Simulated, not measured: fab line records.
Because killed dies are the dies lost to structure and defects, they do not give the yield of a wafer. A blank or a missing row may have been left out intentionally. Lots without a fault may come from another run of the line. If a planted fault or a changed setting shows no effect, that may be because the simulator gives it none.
2 desks looking at one fault | flow ritCmos | each desk holds nothing but its own numbers, with what lay behind them at the end

== AT THE TOOL OWNER'S DESK: lpcvd-01 ==
The tool's own readings at RIT_GATE_CVD_08 (deposits poly-Si from SiH4, target thk 250 nm, time 2220 s): means of the sampled wafers that have a number, for each lot that ran on this tool. The brackets show how far a lot's mean lies from the usual mean; more than 4 standard deviations puts the lot out of limits, marked OUT.
Columns: A = zonePowerSourcePct at RIT_GATE_CVD_08, usual 12.2 %
lot  | first seen here | A
L300 | day 2 09:46     | 11.4
L302 | day 2 19:46     | 15.0
L304 | day 3 05:19     | 15.0
L308 | day 4 01:33     | 14.9
L311 | day 4 16:59     | 11.2
Result from this desk: across the 5 lots, nothing is out of limits.

== AT THE METROLOGY DESK ==
Means of the sampled wafers that have a number, per lot and without regard to the tool the lot ran on: this is what the gauges read. The brackets show how far a lot's mean lies from the usual mean; more than 4 standard deviations puts the lot out of limits, marked OUT.
Columns: A = GATE_POLY_THK at RIT_GATE_THK_MEAS_09, usual 240.5 nm
lot  | first seen here | A
L300 | day 2 11:23     | 238.3
L302 | day 2 21:23     | 241.6
L303 | day 3 02:47     | 240.5
L304 | day 3 06:58     | 241.3
L305 | day 3 12:01     | 243.1
L308 | day 4 03:11     | 236.6
L311 | day 4 18:37     | 227.3 (-5.5) OUT
L315 | day 5 14:12     | 237.3
L316 | day 5 20:10     | 239.6
L317 | day 6 02:20     | 243.1
L320 | day 6 15:35     | 238.5
L321 | day 6 21:19     | 242.9
L323 | day 7 11:13     | 244.6
Per this desk, out of limits: L311; the first was L311, day 4 18:37 (GATE_POLY_THK at RIT_GATE_THK_MEAS_09). L300, L302, L303, L304, L305, L308, L315, L316, L317, L320, L321, L323: within limits.

== BROUGHT TOGETHER ==
At day 4 18:37 the metrology desk could have sounded an alarm, on L311.
The desk of the tool owner found nothing out of limits.
The tool owner's desk has L311 on record, within its limits.
Of the lots named, all ran RIT_GATE_CVD_08 on lpcvd-01.

== WHAT HAD BEEN PUT IN BY THE SIMULATOR ==
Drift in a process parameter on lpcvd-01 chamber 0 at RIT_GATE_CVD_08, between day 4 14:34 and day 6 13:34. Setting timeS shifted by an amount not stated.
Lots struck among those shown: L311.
Time in hours between the start of the fault and the first out-of-limits reading at each desk: metrology desk, 4.
